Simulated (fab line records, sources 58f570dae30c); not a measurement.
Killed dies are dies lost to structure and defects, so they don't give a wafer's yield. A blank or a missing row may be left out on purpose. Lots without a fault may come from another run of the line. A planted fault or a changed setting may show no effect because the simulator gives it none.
fab line records | flow berkeley_cmos170
record lots=6 wafers=18 last_day=12
route steps=331 shown NLDD@159 SPACER@171 PSD@175
lots that met no fault: from a run of the same line without faults
start_h: hours from the record's first day to the start of the lot's first wafer shown | wait_h: hours since the lot's step before | " the same as in the row above | L1.1+2: a row that stands for several wafers | - no value, or no start given | * or withheld: withheld | < > ~ a bound
route shown NAME@n: a module of which the file shows steps, and the number in the route of the first | usual: mean/standard deviation of fault-free wafers | same: alike in all rows | chamber/n: place in a boat | sites: the reading at each site | _std_site: their standard deviation | _edge_site: outer sites' mean less inner sites' | radius_mm: how far each site lies from the wafer's centre | mask NAME#n: copy n | behind: the tool/chamber that last shaped the wafer | hold: why the lot was held/for how many hours/how that ended | device: the transistor (n, p or np) that didn't switch | end of line: the same wafers' tests at the end of the route | a step without rows: its recipe alone | killed: dies lost to structure and defects at the first sort, not the wafer's yield | map: a wafer's dies, x killed, . not, _ none there
set.NAME: the setting as run; set.NAME@STEP: as run at that earlier step | model.NAME: the simulator's own value behind a step, which no gauge read
lots at some steps of the route; a table a step, a row a wafer
services: from which hour (start_h, from the record's first day; less than 0 if before it) a tool's chamber was out of use, for how many hours, and why
## steps
# step UCB170_NLDD_COAT_01
# recipe resist=KrF spin_rpm=1500 resist_thk_nm=900
# step UCB170_NLDD_SOFTBAKE_02
# recipe resist=KrF temp_c=130 time_s=60
# step UCB170_NLDD_EXPOSE_03
# recipe mask_id=NSELECT na=0.5 sigma_outer=0.6 source_shape=conventional target_cd_nm=1200 dose_mj=30
# step UCB170_NLDD_PEB_04
# recipe peb_temp_c=130 peb_time_s=withheld resist=KrF
# step UCB170_NLDD_DEVELOP_05
# recipe developer=TMAH develop_time_s=45 resist=KrF dev_temp_c=21
# step UCB170_NLDD_CD_MEAS_06
# recipe target_cd_nm=1200
# usual cd_nm=1199.7/1.5
# columns lot.wafer tool chamber start_h wait_h cd_nm
L963.1 cd_sem-01 - 143.28 - 1197.9
L963.2 " - " " 1197.5
L963.3 " - " " 1199.3
L967.3 cd_sem-02 - 168.98 - 1201.1
L967.4 " - " " 1199.8
L967.5 " - " " 1200.6
L974.1 cd_sem-01 - 192.76 - 1199.5
L974.4 " - " " 1199.5
L974.5 " - " " 1199.6
L976.1 cd_sem-01 - 211.81 - 1199.4
L976.2 " - " " 1198.0
L976.5 " - " " 1198.4
L977.1 cd_sem-02 - 218.81 - 1201.3
L977.3 " - " " 1199.9
L977.4 " - " " 1201.1
L982.3 cd_sem-01 - 241.10 - 1199.7
L982.4 " - " " 1201.1
L982.5 " - " " 1200.9
# step UCB170_NLDD_OVL_MEAS_07
# usual NLDD_OVL=6/5.8
# columns lot.wafer tool chamber start_h wait_h NLDD_OVL[nm]
L963.1 overlay-02 - 143.40 0.1 3
L963.2 " - " " 7
L963.3 " - " " 1
L967.3 overlay-02 - 169.07 0.1 6
L967.4 " - " " 4
L967.5 " - " " 9
L974.1 overlay-01 - 192.88 0.1 0
L974.4 " - " " -8
L974.5 " - " " 3
L976.1 overlay-02 - 211.93 0.1 14
L976.2 " - " " 15
L976.5 " - " " 12
L977.1 overlay-01 - 218.93 0.1 11
L977.3 " - " " 7
L977.4 " - " " 8
L982.3 overlay-02 - 241.20 0.1 1
L982.4 " - " " 7
L982.5 " - " " 8
# step UCB170_NLDD_IMPLANT_08
# recipe species=As dose_cm2=5e+13 energy_kev=30 tilt_deg=7 rotation_deg=0
# step UCB170_NLDD_IMPLANT_09
# recipe species=As dose_cm2=5e+13 energy_kev=30 tilt_deg=7 rotation_deg=180
# step UCB170_NLDD_STRIP_10
# recipe chemistry=O2 power_w=400 pressure_mtorr=3500 platen_temp_c=withheld o2_flow_sccm=400 overash_fraction=0.5
# usual chamber_pressure_mTorr=3500/3.2 drypump_motor_current_A=5.6/0.53 oes_product_au=0.734/0.0046 strip_time_to_endpoint_s=21.62/0.062
# columns lot.wafer tool chamber start_h wait_h chamber_pressure_mTorr drypump_motor_current_A oes_product_au rf_hours_counter_h strip_time_to_endpoint_s
L963.1 plasma_asher-03 1 143.74 0.1 3500 6.0 0.736 2 21.73
L963.2 " 0 " " 3500 6.1 0.725 2 21.71
L963.3 " 0 " " 3506 6.1 0.734 - 21.70
L967.3 plasma_asher-04 1 169.43 0.1 3503 4.7 0.731 - 21.62
L967.4 " 0 " " 3505 5.8 0.729 - 21.63
L967.5 " 0 " " 3502 5.8 0.727 - 21.59
L974.1 plasma_asher-03 1 193.21 0.1 3498 6.0 0.741 6 21.56
L974.4 " 1 " " 3502 6.1 0.737 - 21.54
L974.5 " 1 " " 3503 6.0 0.738 - 21.59
L976.1 plasma_asher-04 1 212.26 0.1 3500 4.7 0.741 44 21.68
L976.2 " 0 " " 3509 5.8 0.737 44 21.72
L976.5 " 1 " " 3500 4.7 0.730 - 21.64
L977.1 plasma_asher-04 1 219.27 0.1 3499 4.8 0.728 45 21.63
L977.3 " 1 " " 3501 4.8 0.736 - 21.69
L977.4 " 0 " " 3501 5.8 0.737 - 21.65
L982.3 plasma_asher-01 0 241.55 0.1 3506 5.2 0.732 - 21.66
L982.4 " 1 " " 3507 6.1 0.733 - 21.65
L982.5 " 0 " " 3501 5.1 0.730 - 21.69
# step UCB170_NLDD_TW_MEAS_11
# usual NLDD_TW=2238/35
# columns lot.wafer tool chamber start_h wait_h NLDD_TW
L963.1 film_metro-02 - 143.84 0.1 2190
L963.2 " - " " 2191
L963.3 " - " " 2195
L967.3 film_metro-04 - 169.51 0.1 2262
L967.4 " - " " 2273
L967.5 " - " " 2267
L974.1 film_metro-01 - 193.31 0.1 2242
L974.4 " - " " 2263
L974.5 " - " " 2248
L976.1 film_metro-04 - 212.36 0.1 2254
L976.2 " - " " 2243
L976.5 " - " " 2240
L977.1 film_metro-04 - 219.37 0.1 2246
L977.3 " - " " 2258
L977.4 " - " " 2252
L982.3 film_metro-02 - 241.64 0.1 2183
L982.4 " - " " 2185
L982.5 " - " " 2190
# step UCB170_NLDD_CLEAN_12
# recipe chemistry=SPM temp_c=120 time_s=600
# step UCB170_SPACER_CVD_00
# recipe material=SiO2 target_thk_nm=376 temp_c=390 precursor=TEOS/O2 time_s=47 rf_w=550 pressure_mtorr=9000
# usual heater_power_w=262/53
# columns lot.wafer tool chamber start_h wait_h heater_power_w model.SiO2_of_SPACER_CVD_00.thk_nm
L963.1 pecvd-02 0 144.09 0.0 242 375.8
L963.2 " 1 " " 236 374
L963.3 " 2 " " 234 374.8
L967.3 pecvd-03 0 169.73 0.0 342 372.7
L967.4 " 1 " " 360 388
L967.5 " 0 " " 343 374.4
L974.1 pecvd-03 2 193.55 0.0 207 486
L974.4 " 1 " " 304 380
L974.5 " 2 " " 224 494.5
L976.1 pecvd-03 1 212.61 0.0 262 376
L976.2 " 2 " " 238 483.8
L976.5 " 2 " " 253 493.8
L977.1 pecvd-02 1 219.62 0.0 269 369.1
L977.3 " 0 " " 272 378.9
L977.4 " 2 " " 230 369.7
L982.3 pecvd-04 1 241.87 0.0 279 369.5
L982.4 " 0 " " 338 379.5
L982.5 " 1 " " 292 379.4
# step UCB170_SPACER_THK_MEAS_01
# recipe reads=SiO2_of_SPACER_CVD_00
# usual SPACER_TEOS_THK=377/5.7
# columns lot.wafer tool chamber start_h wait_h SPACER_TEOS_THK[nm]
L963.1 film_metro-03 - 144.13 0.0 376
L963.2 " - " " 374
L963.3 " - " " 375
L967.3 film_metro-02 - 169.79 0.0 373
L967.4 " - " " 388
L967.5 " - " " 374
L974.1 film_metro-03 - 193.59 0.0 486
L974.4 " - " " 380
L974.5 " - " " 494
L976.1 film_metro-04 - 212.66 0.0 376
L976.2 " - " " 484
L976.5 " - " " 494
L977.1 film_metro-02 - 219.66 0.0 369
L977.3 " - " " 379
L977.4 " - " " 370
L982.3 film_metro-02 - 241.93 0.0 369
L982.4 " - " " 379
L982.5 " - " " 380
# step UCB170_SPACER_ANNEAL_02
# recipe temp_c=900 time_s=1800 ambient=N2
# step UCB170_SPACER_ETCHBACK_03
# recipe stop_on=Si target=SiO2 chemistry=CHF3/CF4/Ar CHF3_flow_sccm=50 cf4_flow_sccm=10 Ar_flow_sccm=120 pressure_mtorr=200 rf_w=500 target_depth_a=3760 time_s=100
# usual chamber_pressure_mTorr=200.00/0.19 drypump_motor_current_A=5.92/0.29 oes_product_au=0.903/0.015 throttle_valve_pct=6.47/0.076
# columns lot.wafer tool chamber start_h wait_h chamber_pressure_mTorr drypump_motor_current_A oes_product_au rf_hours_counter_h throttle_valve_pct model.etch.depth_nm
L963.1 rie_diel-03 0 147.09 0.0 200.09 5.55 0.900 107 6.47 375.8
L963.2 " 1 " " 200.10 6.38 0.903 153 6.56 374
L963.3 " 3 " " 200.14 5.74 0.911 47 6.37 374.8
L967.3 rie_diel-03 2 175.01 0.0 200.17 6.07 0.899 0 6.46 372.7
L967.4 " 3 " " 199.99 5.75 0.941 48 6.38 388
L967.5 " 1 " " 200.01 6.37 0.905 - 6.54 374.4
L974.1 rie_diel-01 0 199.00 0.0 200.40 5.54 0.971 2 6.42 413.8
L974.4 " 0 " " 200.02 5.56 0.912 - 6.39 380
L974.5 " 1 " " 200.20 5.87 1.025 - 6.52 442.9
L976.1 rie_diel-01 1 219.03 0.0 199.75 5.86 0.892 20 6.49 376
L976.2 " 3 " " 199.93 5.77 1.016 12 6.48 443.8
L976.5 " 3 " " 199.85 5.76 1.022 - 6.50 448.5
L977.1 rie_diel-02 3 223.54 0.0 199.68 6.38 0.865 50 6.46 369.1
L977.3 " 2 " " 200.09 6.40 0.915 93 6.29 378.9
L977.4 " 0 " " 200.16 5.89 0.887 104 6.62 369.7
L982.3 rie_diel-01 1 247.20 0.0 200.21 5.89 0.888 21 6.51 369.5
L982.4 " 0 " " 200.32 5.54 0.906 4 6.40 379.5
L982.5 " 2 " " 200.08 5.62 0.922 - 6.53 379.4
# step UCB170_PSD_HMDS_00
# recipe prime_time_s=60 prime_temp_c=100
## services
# columns tool chamber start_h hours kind
plasma_asher-03 - 123.99 1.6 repair
rie_diel-02 2 125.65 4.1 repair
rie_diel-01 0 129.74 - clean
rie_diel-01 0 129.74 19.9 scheduled_down
rie_diel-01 0 129.74 19.9 vent_cycle
plasma_asher-01 - 130.21 3.3 repair
pecvd-03 - 135.50 14.0 pm
pecvd-03 0 135.50 14.0 vent_cycle
pecvd-03 1 135.50 14.0 vent_cycle
pecvd-03 2 135.50 14.0 vent_cycle
rie_diel-02 - 137.97 0.4 repair
rie_diel-02 0 143.24 6.6 repair
pecvd-03 0 149.50 - clean
pecvd-03 1 149.50 - clean
rie_diel-03 2 153.25 12.3 repair
plasma_asher-03 - 153.40 14.6 pm
rie_diel-02 2 158.73 5.1 repair
pecvd-02 1 158.88 4.9 repair
rie_diel-01 3 165.64 4.1 repair
rie_diel-03 1 191.26 13.5 repair
plasma_asher-03 - 194.99 2.1 repair
rie_diel-03 3 207.22 7.3 repair
pecvd-02 1 233.14 5.4 repair
pecvd-02 - 242.50 14.0 pm
## key
first_sign step=UCB170_SPACER_THK_MEAS_01 reading=SPACER_TEOS_THK direction=up sigmas=20 usual=377 struck=489
effect step=UCB170_SPACER_ETCHBACK_03 reading=oes_product_au direction=up sigmas=7.2 usual=0.903 struck=1.008
model_effect step=UCB170_SPACER_CVD_00 value=SiO2_of_SPACER_CVD_00.thk_nm without=382.5 struck=489.5
model_effect step=UCB170_SPACER_ETCHBACK_03 value=etch.depth_nm without=382.5 struck=437.3
met_at UCB170_SPACER_CVD_00
struck_wafers L974.1,L974.5,L976.2,L976.5
later_rows_left_out L974.5,L976.2
sort_left_out L974.1,L974.5,L976.2,L976.5
tester_left_out L974,L976
fault kind=process_parameter_drift tool=pecvd-03 chamber=2 onset_h=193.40 steps=UCB170_SPACER_CVD_00 channel=target_thk_nm offset=107.06 shape=step end_h=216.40 acts_in=these_recipes_only stated=376
# tester_left_out: of these lots the tester's yield and bins aren't shown, on N5 and GAA mostly nor the transistor test; their killed dies are dies lost to structure and defects alone, not to doping, threshold or leakage, so they don't give the yield
# sort_left_out: the simulated sort isn't trusted on such a fault, so these wafers' sort isn't shown, and their yield isn't known
# later_rows_left_out: the simulator's readings of these wafers behind a module that went badly wrong aren't trusted and aren't shown, but for the sort
